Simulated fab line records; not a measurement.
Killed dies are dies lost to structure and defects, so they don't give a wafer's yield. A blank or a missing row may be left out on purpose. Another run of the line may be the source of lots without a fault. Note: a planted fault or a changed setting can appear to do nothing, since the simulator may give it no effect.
Code-filled problem report in 8D (eight disciplines) form ; flow berkeley_cmos170 ; the parts of the form that need people (team, actions taken, sign-off) are left out

== 1. WHAT IS WRONG ==
At UCB170_NWELL_IMPLANT_14, beam_energy_keV averages 142.61 over 9 wafers from 3 lots, while fault-free wafers read 149.99, standard deviation 0.045. That is -99 or more standard deviations from the usual mean.
Seen first at day 5 13:39 on implanter-03, wafer L350.1. At this step, 45 wafers from 15 lots have a number in the record. The rule behind "out" and "out of limits": a value lying over 4 standard deviations away from the usual mean. Any other wafer with a number is counted as sound.

== 2. WHAT IT IS AND WHAT IT IS NOT ==
question;is;is not
which readings at this step;beam_energy_keV;end_station_pressure_torr
which lots;L350, L352, L356;L335, L336, L337, L338, L339, L340, L342, L343, L344, L345, L349, L358
which wafers of those lots;all that have a number;-
read on which tools;implanter-03;implanter-02, implanter-04
when;from day 5 13:39;"up to then (30 sound wafers); but 6 sound wafers of L349, L358 came after"

== 3. SUSPECTS, AND WHAT RULES EACH OUT ==
Counting: a tool stays on the suspect list if, at a process step up to the reading, it processed all lots that are out and no sound lot following the first of them.
- implanter-03 at UCB170_NWELL_IMPLANT_14: kept. All lots that are out passed through it, beginning with L350 at day 5 13:39, and no sound lot followed; its final sound lot before that point was L345 at day 5 00:19. Its own beam_energy_keV readings are out on those wafers.
After counting, what remains is implanter-03 at UCB170_NWELL_IMPLANT_14.

== 4. THE CAUSE (what the simulator had put in) ==
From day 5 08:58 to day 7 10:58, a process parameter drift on implanter-03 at UCB170_NWELL_IMPLANT_14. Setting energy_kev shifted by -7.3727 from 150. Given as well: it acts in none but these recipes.
Counting left only this tool.

== 5. THE CHAIN OF EFFECTS, in route order ==
Each row: a reading whose mean over the struck wafers that have a number lies more than 3 standard deviations from the usual. Only readings for which the record gives a usual standard deviation are gone through. hours: the time from each lot's start at the first step in this table that gives one to its start at this step, as a median over the lots. sigmas: the change in usual standard deviations.
hours;step;reading;usual;on struck wafers;change;sigmas
0;UCB170_NWELL_IMPLANT_14;beam_energy_keV;149.99;142.61;-7.38;-99 or more
Its process steps:
- UCB170_NWELL_IMPLANT_14

== 6. WHAT WOULD HAVE CAUGHT IT SOONER ==
First out-of-limits reading in this record: day 5 13:39, which is 5 hours after fault onset at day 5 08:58.
